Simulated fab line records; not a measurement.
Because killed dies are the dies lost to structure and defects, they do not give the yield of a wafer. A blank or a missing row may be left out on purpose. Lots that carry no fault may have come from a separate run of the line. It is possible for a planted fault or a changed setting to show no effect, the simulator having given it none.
Struck lot and sound lot, side by side | flow rit-cmos | 18 steps out of a route of 202
Sound: the wafers L244.2, L244.3, L244.4. Wafers L231.1, L231.2, L231.5 were the ones struck. The cause comes at the end.
For every step that has rows: the tool of each side, followed by ch and its chambers, followed by its first start. Under that, the readings that differ: sound wafers | struck wafers | difference of the means | sigmas: that difference in standard deviations of wafers without a fault.
alike: a reading whose means differ by less than 2 such deviations, as well as words and numbers matching on both sides. not compared: withheld readings; readings where some wafer has no value; bounds like >300 that might hide an equal value; numbers whose values overlap and for which the record gives no deviation.
Wherever a step has rows on one side only, a row that says differs or no value, or a row with sigmas, the two part there. Numbers that have no deviation but don't overlap get no sigmas and don't part them. A reading missing from all wafers of one side parts the sides only when that side holds two or more wafers.

RIT_ACTIVE_BOW_MEAS_00:
  struck on film-metro-01, day 3 02:00; sound on film-metro-01, day 5 19:01
  alike: INCOMING_BOW
then, 1 step without rows for these wafers: RIT_ACTIVE_OXIDATION_01 (target thk 46.8 nm, ox time 3360 s).
RIT_ACTIVE_THK_MEAS_02:
  struck on film-metro-01, day 3 04:46; sound on film-metro-03, day 5 21:15
  alike: ACTIVE_OXIDE_THK
then, 1 step without rows for these wafers: RIT_ACTIVE_CVD_03 (deposits Si3N4 from SiH2Cl2/NH3, target thk 150 nm, time 1500 s).
RIT_ACTIVE_THK_MEAS_04:
  struck on film-metro-03, day 3 06:14; sound on film-metro-01, day 5 22:44
  alike: ACTIVE_NITRIDE_THK
then, 5 steps without rows for these wafers: RIT_ACTIVE_HMDS_05 (prime time 60 s); RIT_ACTIVE_COAT_06 (resist thk 1000 nm); RIT_ACTIVE_SOFTBAKE_07 (time 60 s); RIT_ACTIVE_EXPOSE_08 (exposes mask M1, target cd 1400 nm); RIT_ACTIVE_PEB_09.
RIT_ACTIVE_DEVELOP_10: develop time 50 s.
  sound on litho-track-02 ch 0, day 5 23:00; struck on litho-track-01 ch 0, day 3 07:00
then, 1 step without rows for these wafers: RIT_ACTIVE_HARDBAKE_12 (time 60 s).
RIT_ACTIVE_ETCH_13: etches Si3N4 in SF6, stops on SiO2, time 210 s, target depth 210 nm.
  sound on rie-diel-04 ch 0,2,3, day 5 23:55; struck on rie-diel-04 ch 1,2, day 3 07:25
  alike: drypump-motor-current-A, oes-product-au, throttle-valve-pct
  not compared: rf-hours-counter-h
RIT_ACTIVE_STRIP_14: strips in O2, time 180 s.
  sound on plasma-asher-02 ch 0,1, day 6 00:04; struck on plasma-asher-03 ch 0,1, day 3 07:33
  alike: drypump-motor-current-A
  not compared: rf-hours-counter-h
then, 3 steps without rows for these wafers: RIT_ACTIVE_CLEAN_15 (cleans in SC1, time 600 s); RIT_ACTIVE_CLEAN_16 (cleans in dHF, time 30 s); RIT_ACTIVE_CLEAN_17 (cleans in SC2, time 600 s).
RIT_M1_PROBE_99:
  struck on prober-01, day 5 02:53; sound on prober-02, day 7 23:19
  reading             | sound  | struck      | difference | sigmas
  killed-at-front-end | 6 20 5 | 159 142 168 | +146       | +46
  killed-dies         | 6 20 5 | 159 142 168 | +146       | +46
  killed-on-rim       | 1 6 0  | 39 40 48    | +40        | +29
  killed-short        | 3 12 2 | 1 0 1       | -5         | -2
  alike: killed-at-contacts, killed-open

WHERE THEY PART
RIT_M1_PROBE_99 only, going by this record.

WHY: whatever the simulator had introduced
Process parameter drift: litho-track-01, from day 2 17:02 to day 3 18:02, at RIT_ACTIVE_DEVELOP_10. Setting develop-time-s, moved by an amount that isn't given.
